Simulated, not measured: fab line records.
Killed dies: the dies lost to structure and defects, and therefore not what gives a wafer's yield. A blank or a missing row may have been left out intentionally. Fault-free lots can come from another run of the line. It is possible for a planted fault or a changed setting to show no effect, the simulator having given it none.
Split-lot trial :: flow berkeley cmos170 :: 23 wafers read across 5 lots, on a route 331 steps long

== ABOUT THE SPLIT ==
At UCB170_PWELL_CVD_05 (deposits Si3N4 from SiH2Cl2/NH3, target thk 220 nm, time 3300 s), the setting pressure mtorr was moved away from the recipe's 200 mTorr on 15 of the 23 wafers read, by -13.1% to -7.2%. The other wafers ran this setting at the recipe's value.

There is no step in the file separating the split from the reading.

== THE READING ==
PWELL_NITRIDE_THK at UCB170_PWELL_THK_MEAS_06, in nm. A value of 219.3 nm with a standard deviation of 1.2 nm is what fault-free wafers of this fab line usually give.

wafer: L074.1
tool, chamber at the split: -, -
pressure mtorr as run, mTorr: 200
against the recipe: recipe
PWELL_NITRIDE_THK, nm: 217.9
against lot-mates on the recipe: -

wafer: L074.2
tool, chamber at the split: -, -
pressure mtorr as run, mTorr: 200
against the recipe: recipe
PWELL_NITRIDE_THK, nm: 217.8
against lot-mates on the recipe: -

wafer: L074.4
tool, chamber at the split: -, -
pressure mtorr as run, mTorr: 200
against the recipe: recipe
PWELL_NITRIDE_THK, nm: 220.2
against lot-mates on the recipe: -

wafer: L074.5
tool, chamber at the split: -, -
pressure mtorr as run, mTorr: 200
against the recipe: recipe
PWELL_NITRIDE_THK, nm: 219.9
against lot-mates on the recipe: -

wafer: L074.6
tool, chamber at the split: -, -
pressure mtorr as run, mTorr: 200
against the recipe: recipe
PWELL_NITRIDE_THK, nm: 219.2
against lot-mates on the recipe: -

wafer: L077.2
tool, chamber at the split: -, -
pressure mtorr as run, mTorr: 185.6
against the recipe: -7.2%
PWELL_NITRIDE_THK, nm: 214.7
against lot-mates on the recipe: no lot-mate on the recipe

wafer: L077.3
tool, chamber at the split: -, -
pressure mtorr as run, mTorr: 185.6
against the recipe: -7.2%
PWELL_NITRIDE_THK, nm: 212.5
against lot-mates on the recipe: no lot-mate on the recipe

wafer: L077.4
tool, chamber at the split: -, -
pressure mtorr as run, mTorr: 185.6
against the recipe: -7.2%
PWELL_NITRIDE_THK, nm: 215.3
against lot-mates on the recipe: no lot-mate on the recipe

wafer: L077.5
tool, chamber at the split: -, -
pressure mtorr as run, mTorr: 185.6
against the recipe: -7.2%
PWELL_NITRIDE_THK, nm: 217.1
against lot-mates on the recipe: no lot-mate on the recipe

wafer: L077.6
tool, chamber at the split: -, -
pressure mtorr as run, mTorr: 185.6
against the recipe: -7.2%
PWELL_NITRIDE_THK, nm: 213.8
against lot-mates on the recipe: no lot-mate on the recipe

wafer: L080.1
tool, chamber at the split: -, -
pressure mtorr as run, mTorr: 173.8
against the recipe: -13.1%
PWELL_NITRIDE_THK, nm: 209.0
against lot-mates on the recipe: no lot-mate on the recipe

wafer: L080.2
tool, chamber at the split: -, -
pressure mtorr as run, mTorr: 173.8
against the recipe: -13.1%
PWELL_NITRIDE_THK, nm: 210.0
against lot-mates on the recipe: no lot-mate on the recipe

wafer: L080.3
tool, chamber at the split: -, -
pressure mtorr as run, mTorr: 173.8
against the recipe: -13.1%
PWELL_NITRIDE_THK, nm: 210.2
against lot-mates on the recipe: no lot-mate on the recipe

wafer: L080.5
tool, chamber at the split: -, -
pressure mtorr as run, mTorr: 173.8
against the recipe: -13.1%
PWELL_NITRIDE_THK, nm: 209.8
against lot-mates on the recipe: no lot-mate on the recipe

wafer: L080.6
tool, chamber at the split: -, -
pressure mtorr as run, mTorr: 173.8
against the recipe: -13.1%
PWELL_NITRIDE_THK, nm: 210.4
against lot-mates on the recipe: no lot-mate on the recipe

wafer: L081.1
tool, chamber at the split: -, -
pressure mtorr as run, mTorr: 181.9
against the recipe: -9.1%
PWELL_NITRIDE_THK, nm: 213.9
against lot-mates on the recipe: no lot-mate on the recipe

wafer: L081.2
tool, chamber at the split: -, -
pressure mtorr as run, mTorr: 181.9
against the recipe: -9.1%
PWELL_NITRIDE_THK, nm: 213.9
against lot-mates on the recipe: no lot-mate on the recipe

wafer: L081.4
tool, chamber at the split: -, -
pressure mtorr as run, mTorr: 181.9
against the recipe: -9.1%
PWELL_NITRIDE_THK, nm: 214.6
against lot-mates on the recipe: no lot-mate on the recipe

wafer: L081.5
tool, chamber at the split: -, -
pressure mtorr as run, mTorr: 181.9
against the recipe: -9.1%
PWELL_NITRIDE_THK, nm: 214.6
against lot-mates on the recipe: no lot-mate on the recipe

wafer: L081.6
tool, chamber at the split: -, -
pressure mtorr as run, mTorr: 181.9
against the recipe: -9.1%
PWELL_NITRIDE_THK, nm: 214.3
against lot-mates on the recipe: no lot-mate on the recipe

wafer: L082.2
tool, chamber at the split: lpcvd-02, 1
pressure mtorr as run, mTorr: 200
against the recipe: recipe
PWELL_NITRIDE_THK, nm: 219.7
against lot-mates on the recipe: -

wafer: L082.4
tool, chamber at the split: lpcvd-02, 1
pressure mtorr as run, mTorr: 200
against the recipe: recipe
PWELL_NITRIDE_THK, nm: 219.2
against lot-mates on the recipe: -

wafer: L082.5
tool, chamber at the split: lpcvd-02, 1
pressure mtorr as run, mTorr: 200
against the recipe: recipe
PWELL_NITRIDE_THK, nm: 218.5
against lot-mates on the recipe: -

FIT RESULTS
A straight line over all 23 wafers: PWELL_NITRIDE_THK changes by +0.66 nm for each +1% of pressure mtorr; r = +0.95; the points scatter about the line by 1.1 nm.
Too few moved wafers with a lot-mate on the recipe to fit a line net of each lot's own level.

== THE WHOLE CHAIN: every reading that the file lists as answering this split, in the file's order ==
step: UCB170_PWELL_CVD_05
what it does: deposits Si3N4 from SiH2Cl2/NH3, target thk 220 nm, time 3300 s
reading: Si3N4_of_PWELL_CVD_05.thk nm (the simulator's own value, which no gauge read)
change (the file's fit): +0.661 nm for each +1% of the setting
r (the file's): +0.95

step: UCB170_PWELL_THK_MEAS_06
what it does: 
reading: PWELL_NITRIDE_THK
change (the file's fit): +0.66 for each +1% of the setting
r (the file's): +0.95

step: UCB170_PWELL_ETCH_14
what it does: etches Si3N4 in CH3F/Ar/O2, stops on SiO2, target depth 242 nm, time 151 s
reading: etch.depth nm (the simulator's own value, which no gauge read)
change (the file's fit): +0.668 nm for each +1% of the setting
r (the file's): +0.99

== THE FILE'S OWN FIT ==
PWELL_NITRIDE_THK changes by +0.66 nm for each +1% of pressure mtorr, r = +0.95.
